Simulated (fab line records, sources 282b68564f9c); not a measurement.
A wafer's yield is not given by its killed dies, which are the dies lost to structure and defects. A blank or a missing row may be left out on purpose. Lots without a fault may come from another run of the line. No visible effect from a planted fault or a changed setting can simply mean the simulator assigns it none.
The tool behind it: which one? ; flow rit_cmos ; 21 wafers from 7 lots sampled at 2 of the route's 202 steps

== WHAT THE GAUGES SHOWED, per wafer ==
RIT_M1_RS_MEAS_01: the measuring method here is four-point-probe.
lot;measured;on;M1_AL_RS (ohm/sq)
L958;day 3 09:07;film_metro-01;0.0735 0.0734 0.0735
L961;day 4 01:17;film_metro-01;0.0747 0.0750 0.0744
L963;day 4 13:27;film_metro-02;0.0741 0.0746 0.0745
L967;day 5 09:05;film_metro-03;0.0734 0.0737 0.0729
L970;day 6 11:55;film_metro-01;0.0731 0.0723 0.0725
L973;day 7 00:21;film_metro-03;0.0736 0.0748 0.0739
L977;day 7 15:36;film_metro-02;0.0366 0.0364 0.0366

== TOOL THAT RAN EACH LOT (tool first, then ch and the chambers of the sampled wafers, then the start) ==
lot;RIT_M1_SPUTTER_00
L958;pvd_sputter-02, day 3 08:48
L961;pvd_sputter-02, day 4 00:58
L963;pvd_sputter-02, day 4 13:10
L967;pvd_sputter-02, day 5 08:44
L970;pvd_sputter-01, day 6 11:36
L973;pvd_sputter-02, day 7 00:03
L977;pvd_sputter-03, day 7 14:51
- RIT_M1_SPUTTER_00: material Al, target thk 400 nm, time 500 s.

== THE ANSWER, worked out from the rows above alone ==
Rule: what is usual is taken from the lots themselves. Put in order of their means at a reading, lots are off if they are a third of the lots or fewer, leave a main group of 4 or more, and stand apart from it by a gap of 3 or more times the standard deviation of the main group's means; of several such gaps the widest counts. If all means in a main group match to the digits the tables above print for the reading, that group is not used. A lot without any number at a reading at which 4 lots or more have one is off too. Any other lot the step has rows for is counted as sound.
Off: L977, seen at RIT_M1_RS_MEAS_01 (M1_AL_RS). The main group has a mean of 0.0738 ohm/sq with a standard deviation of 0.0007.
A tool fits if, at a process step before that reading, it ran every lot that is off, and no sound lot after the first of them. The gauges at RIT_M1_RS_MEAS_01 are tried like those tools. 2 tools fit, pvd_sputter-03 at RIT_M1_SPUTTER_00 and film_metro-02 at RIT_M1_RS_MEAS_01, so this cannot tell which one it is.

== WHAT THE SIMULATOR HAD INSERTED ==
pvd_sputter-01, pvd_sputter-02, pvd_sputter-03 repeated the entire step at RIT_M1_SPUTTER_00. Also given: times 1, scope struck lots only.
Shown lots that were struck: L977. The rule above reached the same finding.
